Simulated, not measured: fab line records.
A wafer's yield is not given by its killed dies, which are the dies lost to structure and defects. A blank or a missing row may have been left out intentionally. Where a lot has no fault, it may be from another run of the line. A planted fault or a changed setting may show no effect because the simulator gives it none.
A struck lot beside a sound one | flow rit-cmos | 27 steps out of a route of 202
Sound: these wafers, L622.2, L622.3, L622.5. Struck: wafer L635.2 (L635.3, L635.6, from the same lot, were not struck and are left out); the cause is given at the end.
Each step with rows lists, per side, the tool, then ch with its chambers, then its first start. Under that, the readings that differ: sound wafers | struck wafers | difference of the means | sigmas: that difference in standard deviations of wafers without a fault.
alike: same words and numbers on both sides, and readings whose means sit less than 2 such deviations apart. not compared: any withheld reading, any reading some wafer has no value for, any bound like >300 that may hide the same value, and any number with overlapping values for which the record gives no deviation.
A row with sigmas, a row that says differs or no value, or rows on one side alone: a step with any of these is where the two part. When numbers do not overlap yet have no deviation, they are printed without sigmas and do not part them. Lack of a reading on every wafer of one side parts them only where that side has two or more wafers.

first, 4 steps without rows for these wafers: RIT_CONTACT_SOFTBAKE_04 (time 60 s); RIT_CONTACT_EXPOSE_05 (exposes mask M11, target cd 1000 nm); RIT_CONTACT_PEB_06; RIT_CONTACT_DEVELOP_07 (develop time 120 s).
RIT_CONTACT_CD_MEAS_08: the cd target is 1000 nm.
  sound: cd-sem-01 at day 3 15:09; struck: cd-sem-01 at day 6 07:07
  alike: cd-nm
RIT_CONTACT_OVL_MEAS_09:
  sound: overlay-01 at day 3 15:16; struck: overlay-02 at day 6 07:13
  alike: CONTACT_OVL
then, 1 step without rows for these wafers: RIT_CONTACT_HARDBAKE_10 (time 60 s).
RIT_CONTACT_ETCH_11: etches SiO2 in CHF3/CF4/Ar, stops on TiSi2, target depth 480 nm, time 320 s.
  sound on rie-diel-02 ch 0,1,3, day 3 15:26; struck on rie-diel-01 ch 3, day 6 07:24
  alike: CHF3_flow_sccm, drypump-motor-current-A, oes-product-au, throttle-valve-pct
  not compared: rf-hours-counter-h
RIT_CONTACT_STRIP_12: strips in O2, time 180 s.
  sound on plasma-asher-03 ch 0,1, day 3 15:38; struck on plasma-asher-04 ch 0, day 6 07:35
  alike: drypump-motor-current-A
  not compared: rf-hours-counter-h
RIT_CONTACT_CD_MEAS_90: the cd target is 1000 nm.
  sound: cd-sem-02 at day 3 15:50; struck: cd-sem-01 at day 6 07:47
  alike: cd-nm
then, 2 steps without rows for these wafers: RIT_CONTACT_CLEAN_13 (cleans in SC1, time 600 s); RIT_CONTACT_CLEAN_14 (cleans in SC2, time 600 s).
RIT_M1_SPUTTER_00: material Al, target thk 400 nm, time 500 s.
  sound: pvd-sputter-03 at day 3 16:17; struck: pvd-sputter-04 at day 6 08:16
  reading                               | sound                | struck | difference | sigmas
  cathode-dc-power-W (W)                | 1999.6 1999.9 1999.9 | 1288.0 | -711.8     | -99 or more
  throttle-valve-pct (%)                | 30.9 30.5 30.4       | 29.1   | -1.5       | -2
  model.Al_of_M1_SPUTTER_00.thk-nm (nm) | 396.3 398.9 395.8    | 252.4  | -144.6     |
RIT_M1_RS_MEAS_01: the measuring method here is four-point-probe.
  sound: film-metro-03 at day 3 16:35; struck: film-metro-02 at day 6 08:34
  reading           | sound                | struck | difference | sigmas
  M1_AL_RS (ohm/sq) | 0.0739 0.0735 0.0743 | 0.1182 | +0.0443    | +49
RIT_M1_THK_MEAS_02: measures by xrf.
  sound: film-metro-03 at day 3 16:42; struck: film-metro-02 at day 6 08:41
  reading        | sound       | struck | difference | sigmas
  M1_AL_THK (nm) | 401 401 400 | 256    | -145       | -26
then, 6 steps without rows for these wafers: RIT_M1_HMDS_03 (prime time 60 s); RIT_M1_COAT_04 (resist thk 1300 nm); RIT_M1_SOFTBAKE_05 (time 60 s); RIT_M1_EXPOSE_06 (exposes mask M12, target cd 2600 nm); RIT_M1_PEB_07; RIT_M1_DEVELOP_08 (develop time 68 s).
RIT_M1_CD_MEAS_09: the cd target is 2600 nm.
  sound: cd-sem-01 at day 3 17:39; struck: cd-sem-01 at day 6 09:38
  alike: cd-nm
RIT_M1_OVL_MEAS_10:
  sound: overlay-02 at day 3 17:46; struck: overlay-01 at day 6 09:44
  alike: M1_OVL
then, 1 step without rows for these wafers: RIT_M1_HARDBAKE_11 (time 120 s).
RIT_M1_METAL_ETCH_12: etches Al in Cl2/BCl3, stops on SiO2, time 165 s, target depth 600 nm.
  sound on rie-metal-02 ch 0,1, day 3 18:02; struck on rie-metal-03 ch 0, day 6 10:01
  reading                | sound             | struck | difference | sigmas
  oes-product-au (a.u.)  | 0.747 0.783 0.756 | 0.616  | -0.146     | -12
  throttle-valve-pct (%) | 8.11 8.28 8.12    | 8.38   | +0.21      | +3
  alike: drypump-motor-current-A
  not compared: rf-hours-counter-h
then, 1 step without rows for these wafers: RIT_M1_STRIP_13 (strips in nmp, time 600 s).
RIT_M1_PROBE_99:
  sound: prober-01 at day 3 20:49; struck: prober-02 at day 6 12:20
  reading                               | sound                        | struck  | difference | sigmas
  model.etest.m1.rs-ohm-sq              | 0.07336 0.0722 0.07333       | 0.1149  | +0.0419    |
  model.etest.antenna-m1.vt-shift-v (V) | -0.00843 -0.009638 -0.007562 | -0.0208 | -0.0123    |
  alike: defect-limited-yield, killed-at-contacts, killed-at-front-end, killed-dies, killed-open, killed-short, sort_bin_3_pad_short, sort_bin_5_function, sort_bin_6_memory, sort-n-pass, sort-yield-pct

## WHERE THEY PART
First at RIT_M1_SPUTTER_00; last, within this record, at RIT_M1_METAL_ETCH_12. Later steps at which nothing parts them and some readings are alike: RIT_M1_PROBE_99.

WHY: what the simulator had put in
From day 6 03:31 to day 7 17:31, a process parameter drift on pvd-sputter-04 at RIT_M1_SPUTTER_00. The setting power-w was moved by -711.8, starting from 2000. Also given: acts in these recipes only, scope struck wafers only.
